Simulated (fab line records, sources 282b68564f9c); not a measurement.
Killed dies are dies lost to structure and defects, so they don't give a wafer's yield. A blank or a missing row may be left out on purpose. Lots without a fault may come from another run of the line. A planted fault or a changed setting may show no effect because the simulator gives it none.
fab line records | flow rit_cmos
record lots=13 wafers=39 last_day=7
route steps=202 shown FOX1@21 NWELL@31 PWELL@48 NRETRO@59
lots that met no fault: from a run of the same line without faults
start_h: hours from the record's first day to the start of the lot's first wafer shown | wait_h: hours since the lot's step before | " the same as in the row above | L1.1+2: a row that stands for several wafers | - no value, or no start given | * or withheld: withheld | < > ~ a bound
route shown NAME@n: a module of which the file shows steps, and the number in the route of the first | usual: mean/standard deviation of fault-free wafers | same: alike in all rows | chamber/n: place in a boat | sites: the reading at each site | _std_site: their standard deviation | _edge_site: outer sites' mean less inner sites' | radius_mm: how far each site lies from the wafer's centre | mask NAME#n: copy n | behind: the tool/chamber that last shaped the wafer | hold: why the lot was held/for how many hours/how that ended | device: the transistor (n, p or np) that didn't switch | end of line: the same wafers' tests at the end of the route | a step without rows: its recipe alone | killed: dies lost to structure and defects at the first sort, not the wafer's yield | map: a wafer's dies, x killed, . not, _ none there
set.NAME: the setting as run; set.NAME@STEP: as run at that earlier step | model.NAME: the simulator's own value behind a step, which no gauge read
steps of the route over a sample of lots; a table a step, a row a wafer
services: from which hour (start_h, from the record's first day; less than 0 if before it) a tool's chamber was out of use, for how many hours, and why
## steps
# step RIT_FOX1_THK_MEAS_01
# recipe reads=SiO2_of_FOX1_OXIDATION_00
# usual FOX1_OXIDE_THK=351/6
# columns lot.wafer tool chamber start_h wait_h FOX1_OXIDE_THK[nm]
L507.3 film_metro-04 - 36.84 0.0 345
L507.5 " - " " 351
L507.6 " - " " 349
L509.2 film_metro-03 - 46.55 0.0 359
L509.3 " - " " 351
L509.4 " - " " 367
L510.2 film_metro-03 - 47.86 0.0 359
L510.3 " - " " 357
L510.6 " - " " 358
L511.3 film_metro-04 - 53.04 0.0 356
L511.4 " - " " 359
L511.5 " - " " 359
L512.2 film_metro-03 - 56.97 0.0 355
L512.4 " - " " 356
L512.6 " - " " 349
L513.1 film_metro-03 - 61.90 0.0 352
L513.4 " - " " 353
L513.5 " - " " 354
L516.1 film_metro-03 - 77.47 0.0 343
L516.2 " - " " 346
L516.6 " - " " 349
L517.2 film_metro-04 - 82.34 0.0 361
L517.3 " - " " 361
L517.5 " - " " 361
L519.3 film_metro-02 - 93.13 0.0 355
L519.4 " - " " 355
L519.6 " - " " 353
L520.2 film_metro-03 - 97.19 0.0 349
L520.5 " - " " 343
L520.6 " - " " 339
L521.1 film_metro-03 - 102.87 0.0 351
L521.3 " - " " 354
L521.4 " - " " 357
L524.1 film_metro-04 - 117.45 0.0 348
L524.3 " - " " 347
L524.6 " - " " 347
L527.1 film_metro-02 - 133.37 0.0 345
L527.4 " - " " 341
L527.6 " - " " 341
# step RIT_NWELL_EXPOSE_03
# recipe mask_id=M2 na=0.57 target_cd_nm=43900 dose_mj=250
# columns lot.wafer tool chamber start_h wait_h mask
L507.3+5+6 iline_stepper-01 0 39.74 0.1 M2#0
L509.2+3+4 iline_stepper-02 0 50.97 0.1 M2#0
L510.2+3+6 iline_stepper-01 0 51.23 0.2 M2#0
L511.3+4+5 iline_stepper-01 0 56.09 0.1 M2#0
L512.2+4+6 iline_stepper-01 0 59.91 0.1 M2#0
L513.1+4+5 iline_stepper-02 0 64.96 0.2 M2#0
L516.1+2+6 iline_stepper-02 0 81.20 0.1 M2#0
L517.2+3+5 iline_stepper-01 0 85.49 0.2 M2#0
L519.3+4+6 iline_stepper-01 0 96.19 0.1 M3#0
L520.2+5+6 iline_stepper-02 0 100.31 0.2 M2#0
L521.1+3+4 iline_stepper-01 0 106.38 0.2 M2#0
L524.1+3+6 iline_stepper-01 0 122.21 0.2 M2#0
L527.1+4+6 iline_stepper-01 0 137.13 0.2 M2#0
# step RIT_NWELL_OVL_MEAS_06
# usual NWELL_OVL=0.2/1.5
# columns lot.wafer tool chamber start_h wait_h NWELL_OVL[nm]
L507.3 overlay-01 - 40.14 - 2.3
L507.5 " - " " 1.1
L507.6 " - " " 2.0
L509.2 overlay-01 - 51.39 - 0.2
L509.3 " - " " -1.6
L509.4 " - " " -1.3
L510.2 overlay-02 - 51.65 - -1.1
L510.3 " - " " -2.5
L510.6 " - " " -2.2
L511.3 overlay-02 - 56.49 - 0.0
L511.4 " - " " 0.8
L511.5 " - " " 0.5
L512.2 overlay-02 - 60.33 - -1.9
L512.4 " - " " -0.6
L512.6 " - " " 0.2
L513.1 overlay-02 - 65.39 - 0.5
L513.4 " - " " 0.4
L513.5 " - " " 1.2
L516.1 overlay-02 - 81.62 - 2.8
L516.2 " - " " 1.3
L516.6 " - " " 0.3
L517.2 overlay-01 - 85.90 - 1.1
L517.3 " - " " 0.0
L517.5 " - " " -1.0
L519.3 overlay-01 - 96.59 - -
L519.4 " - " " -
L519.6 " - " " -
L520.2 overlay-02 - 100.73 - -2.1
L520.5 " - " " -4.1
L520.6 " - " " -2.2
L521.1 overlay-02 - 106.81 - 0.7
L521.3 " - " " 2.1
L521.4 " - " " 2.0
L524.1 overlay-02 - 122.64 - 0.8
L524.3 " - " " 0.5
L524.6 " - " " 1.0
L527.1 overlay-01 - 137.56 - 3.1
L527.4 " - " " 2.9
L527.6 " - " " 1.1
# step RIT_NWELL_TW_MEAS_10
# usual NWELL_TW=2146/14
# columns lot.wafer tool chamber start_h wait_h NWELL_TW
L507.3 film_metro-01 - 40.76 0.1 2161
L507.5 " - " " 2144
L507.6 " - " " 2155
L509.2 film_metro-03 - 52.01 0.1 2133
L509.3 " - " " 2145
L509.4 " - " " 2138
L510.2 film_metro-04 - 52.26 0.1 2156
L510.3 " - " " 2156
L510.6 " - " " 2152
L511.3 film_metro-01 - 57.11 0.1 2146
L511.4 " - " " 2143
L511.5 " - " " 2142
L512.2 film_metro-03 - 60.94 0.1 2132
L512.4 " - " " 2124
L512.6 " - " " 2132
L513.1 film_metro-03 - 66.00 0.1 2133
L513.4 " - " " 2131
L513.5 " - " " 2143
L516.1 film_metro-03 - 82.35 0.1 2145
L516.2 " - " " 2143
L516.6 " - " " 2144
L517.2 film_metro-03 - 86.69 0.1 2148
L517.3 " - " " 2141
L517.5 " - " " 2151
L519.3 film_metro-04 - 97.21 0.1 30
L519.4 " - " " 30
L519.6 " - " " 30
L520.2 film_metro-04 - 101.34 0.1 2158
L520.5 " - " " 2168
L520.6 " - " " 2178
L521.1 film_metro-03 - 107.42 0.1 2146
L521.3 " - " " 2156
L521.4 " - " " 2144
L524.1 film_metro-01 - 123.25 0.1 2131
L524.3 " - " " 2128
L524.6 " - " " 2133
L527.1 film_metro-01 - 138.17 0.1 2133
L527.4 " - " " 2127
L527.6 " - " " 2139
# step RIT_PWELL_STRIP_09
# recipe chemistry=O2 time_s=180 resist=NOVOLAK platen_temp_c=withheld power_w=500 pressure_mtorr=4000 o2_flow_sccm=4000
# usual drypump_motor_current_A=6.0/0.49
# columns lot.wafer tool chamber start_h wait_h drypump_motor_current_A rf_hours_counter_h
L507.3 plasma_asher-04 0 42.17 0.1 6.0 -
L507.5 " 0 " " 6.0 -
L507.6 " 1 " " 5.4 -
L509.2 plasma_asher-04 0 53.50 0.1 6.0 40
L509.3 " 0 " " 6.0 -
L509.4 " 1 " " 5.4 -
L510.2 plasma_asher-02 1 53.75 0.1 6.4 26
L510.3 " 1 " " 6.4 -
L510.6 " 1 " " 6.4 -
L511.3 plasma_asher-04 1 58.65 0.1 5.4 -
L511.4 " 0 " " 6.1 -
L511.5 " 1 " " 5.4 -
L512.2 plasma_asher-02 0 62.48 0.1 6.1 27
L512.4 " 0 " " 6.1 -
L512.6 " 1 " " 6.4 -
L513.1 plasma_asher-04 1 67.50 0.1 5.4 42
L513.4 " 0 " " 6.0 -
L513.5 " 0 " " 6.0 -
L516.1 plasma_asher-02 1 83.85 0.1 6.4 30
L516.2 " 0 " " 6.1 30
L516.6 " 0 " " 6.1 -
L517.2 plasma_asher-02 0 88.23 0.1 6.1 30
L517.3 " 0 " " 6.1 -
L517.5 " 0 " " 6.1 -
L519.3 plasma_asher-04 1 98.75 0.1 5.4 -
L519.4 " 0 " " 6.0 -
L519.6 " 1 " " 5.4 -
L520.2 plasma_asher-02 0 102.75 0.1 6.1 32
L520.5 " 1 " " 6.4 -
L520.6 " 0 " " 6.1 -
L521.1 plasma_asher-01 0 108.80 0.1 6.6 48
L521.3 " 0 " " 6.6 -
L521.4 " 1 " " 5.1 -
L524.1 plasma_asher-01 1 124.75 0.1 5.1 49
L524.3 " 0 " " 6.6 -
L524.6 " 1 " " 5.1 -
L527.1 plasma_asher-04 1 139.67 0.1 5.4 2
L527.4 " 0 " " 6.1 -
L527.6 " 0 " " 6.1 -
# step RIT_PWELL_TW_MEAS_10
# usual PWELL_TW=954/6.3
# columns lot.wafer tool chamber start_h wait_h PWELL_TW
L507.3 film_metro-03 - 42.31 0.1 949
L507.5 " - " " 948
L507.6 " - " " 949
L509.2 film_metro-03 - 53.68 0.1 943
L509.3 " - " " 944
L509.4 " - " " 947
L510.2 film_metro-04 - 53.94 0.1 963
L510.3 " - " " 957
L510.6 " - " " 961
L511.3 film_metro-03 - 58.79 0.1 943
L511.4 " - " " 942
L511.5 " - " " 941
L512.2 film_metro-04 - 62.67 0.1 963
L512.4 " - " " 957
L512.6 " - " " 962
L513.1 film_metro-01 - 67.67 0.1 958
L513.4 " - " " 958
L513.5 " - " " 955
L516.1 film_metro-01 - 84.03 0.1 951
L516.2 " - " " 946
L516.6 " - " " 949
L517.2 film_metro-03 - 88.44 0.2 952
L517.3 " - " " 957
L517.5 " - " " 954
L519.3 film_metro-04 - 98.89 0.1 2217
L519.4 " - " " 2214
L519.6 " - " " 2216
L520.2 film_metro-01 - 102.93 0.1 947
L520.5 " - " " 954
L520.6 " - " " 951
L521.1 film_metro-03 - 108.97 0.1 956
L521.3 " - " " 957
L521.4 " - " " 952
L524.1 film_metro-03 - 124.92 0.1 952
L524.3 " - " " 954
L524.6 " - " " 950
L527.1 film_metro-01 - 139.85 0.1 950
L527.4 " - " " 947
L527.6 " - " " 948
# step RIT_NRETRO_OVL_MEAS_06
# usual NRETRO_OVL=0.2/1.3
# columns lot.wafer tool chamber start_h wait_h NRETRO_OVL[nm]
L507.3 overlay-01 - 48.70 - 0.7
L507.5 " - " " 0.0
L507.6 " - " " 0.5
L509.2 overlay-01 - 60.03 - -0.9
L509.3 " - " " 2.4
L509.4 " - " " -0.5
L510.2 overlay-01 - 60.29 - 0.3
L510.3 " - " " -0.5
L510.6 " - " " -1.0
L511.3 overlay-01 - 65.41 - -0.8
L511.4 " - " " -0.3
L511.5 " - " " 0.5
L512.2 overlay-02 - 69.65 - 0.3
L512.4 " - " " 0.8
L512.6 " - " " 0.8
L513.1 overlay-01 - 73.94 - -0.2
L513.4 " - " " 0.5
L513.5 " - " " -1.3
L516.1 overlay-02 - 91.68 - 0.7
L516.2 " - " " -0.1
L516.6 " - " " -0.3
L517.2 overlay-01 - 95.16 - -0.7
L517.3 " - " " 1.3
L517.5 " - " " -0.3
L519.3 overlay-02 - 105.84 - 0.8
L519.4 " - " " -0.6
L519.6 " - " " 1.8
L520.2 overlay-01 - 109.19 - 1.6
L520.5 " - " " 1.6
L520.6 " - " " 0.0
L521.1 overlay-02 - 115.36 - 1.1
L521.3 " - " " 1.1
L521.4 " - " " 2.6
L524.1 overlay-02 - 131.19 - 0.1
L524.3 " - " " -0.7
L524.6 " - " " 0.2
L527.1 overlay-02 - 146.14 - 2.1
L527.4 " - " " 2.0
L527.6 " - " " 1.1
## services
# columns tool chamber start_h hours kind
plasma_asher-04 - 20.89 2.8 pm
iline_stepper-01 - 24.98 1.7 pm
iline_stepper-01 0 82.56 - calibration
plasma_asher-04 - 108.75 9.0 pm
plasma_asher-04 0 108.75 9.0 vent_cycle
plasma_asher-04 1 108.75 9.0 vent_cycle
plasma_asher-01 - 112.34 9.9 pm
plasma_asher-04 0 117.75 - clean
plasma_asher-04 1 117.75 - clean
iline_stepper-02 - 124.47 1.7 pm
## key
first_sign step=RIT_NWELL_EXPOSE_03 reading=mask direction=changed
effect step=RIT_NWELL_OVL_MEAS_06 reading=NWELL_OVL direction=missing
effect step=RIT_NWELL_TW_MEAS_10 reading=NWELL_TW direction=down sigmas=99+ usual=2146 struck=30
effect step=RIT_PWELL_TW_MEAS_10 reading=PWELL_TW direction=up sigmas=99+ usual=954 struck=2216
met_at RIT_NWELL_EXPOSE_03
struck_lots L519
sort_left_out L519.3,L519.4,L519.6
tester_left_out L519
not_acting_at RIT_FOX1_THK_MEAS_01,RIT_PWELL_STRIP_09,RIT_NRETRO_OVL_MEAS_06
onset_between 85.49 96.19
fault kind=wrong_mask tool=any chamber=- onset_h=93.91 steps=RIT_NWELL_EXPOSE_03 aux_copy=M3#0 scope=struck_lots_only
# tester_left_out: of these lots the tester's yield and bins aren't shown, on N5 and GAA mostly nor the transistor test; their killed dies are dies lost to structure and defects alone, not to doping, threshold or leakage, so they don't give the yield
# sort_left_out: the simulated sort isn't trusted on such a fault, so these wafers' sort isn't shown, and their yield isn't known
